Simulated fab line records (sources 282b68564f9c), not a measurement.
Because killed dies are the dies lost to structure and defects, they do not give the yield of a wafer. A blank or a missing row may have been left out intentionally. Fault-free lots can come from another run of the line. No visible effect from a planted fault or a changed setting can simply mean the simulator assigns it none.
Code-filled problem report in 8D (eight disciplines) form | flow rit cmos | the parts of the form that need people (team, actions taken, sign-off) are left out

## 1. THE ISSUE
Wafers free of any fault read 956 (standard deviation 8.3) for PWELL_TW at RIT_PWELL_TW_MEAS_10, against a mean of 1105 on 6 wafers of 2 lots. Measured from the usual mean, that is +18 standard deviations.
First seen on wafer L319.3, day 4 00:37, on film metro-01. The record holds 42 wafers of 14 lots with a number at this step. By rule, "out" or "out of limits" means more than 4 standard deviations away from the usual mean. All remaining wafers that have a number are taken as sound.

## 2. WHAT IT IS, WHAT IT ISN'T
question                    | is                     | is not
which readings at this step | PWELL_TW               | -
which lots                  | L319, L320             | L309, L310, L311, L312, L314, L315, L316, L318, L327, L329, L330, L332
which wafers of those lots  | all that have a number | -
read on which gauges        | film metro-01          | film metro-02, film metro-03
when                        | from day 4 00:37       | up to then (24 sound wafers); but 12 sound wafers of L327, L329, L330, L332 came after

## 3. WHAT RULES OUT EACH SUSPECT
Counting: a tool stays on the suspect list if, at a process step up to the reading, it processed all lots that are out and no sound lot following the first of them.
- the gauge at RIT_PWELL_TW_MEAS_10 is ruled out. All the wafers that are out were read on film metro-01, but those of them that RIT_PWELL_IMPLANT_08 has rows for are out there too, on other tools.
- implanter-04 at RIT_PWELL_IMPLANT_08: kept. It processed each lot that is out, first L319 at day 4 00:19, and no sound lot thereafter; up to then, the last sound lot it processed was L318 at day 3 21:07. Out on those wafers are its own readings of dose ions cm2, faraday current uA.
After counting, what remains is implanter-04 at RIT_PWELL_IMPLANT_08.

## 4. THE CAUSE (what the simulator had put in)
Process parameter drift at RIT_PWELL_IMPLANT_08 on implanter-04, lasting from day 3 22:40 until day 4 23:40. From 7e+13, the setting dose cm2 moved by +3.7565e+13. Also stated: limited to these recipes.
This tool alone remained once counting was done.

## 5. THE EFFECT CHAIN, in route order
Each row: a reading where the mean over the struck wafers with a number is more than 3 standard deviations away from the usual. Scope: only readings with a usual standard deviation given in the record; hours: median across lots of the time from each lot's start at the first step in this table that gives one to its start at this step; sigmas: change in usual standard deviations.
hours | step                     | reading            | usual        | on struck wafers | change     | sigmas
0     | RIT_PWELL_IMPLANT_08     | dose ions cm2      | 7.001e+13    | 1.075e+14        | +3.752e+13 | +99 or more
0     | RIT_PWELL_IMPLANT_08     | faraday current uA | 221          | 336              | +116       | +30
0     | RIT_PWELL_TW_MEAS_10     | PWELL_TW           | 956          | 1105             | +149       | +18
6     | RIT_WELLDRIVE_RS_MEAS_02 | PWELL_RS           | 429.5 ohm/sq | 328.9            | -100.6     | -84
It contains these process steps:
- RIT_PWELL_IMPLANT_08

## 6. HOW IT WOULD HAVE BEEN CAUGHT EARLIER
The first out-of-limits reading at a measuring or inspecting step in this record came at day 4 00:37, 2 hours after the fault's start at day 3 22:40.
The tool's own readings at RIT_PWELL_IMPLANT_08 were out on every struck wafer that the step has a row for (dose ions cm2, faraday current uA): an alarm limit on them would have fired on the first of those.
L320, from the lots that are out (2), started RIT_PWELL_IMPLANT_08 on implanter-04 later than day 4 00:37. It would have been spared by a hold on the tool at that moment.
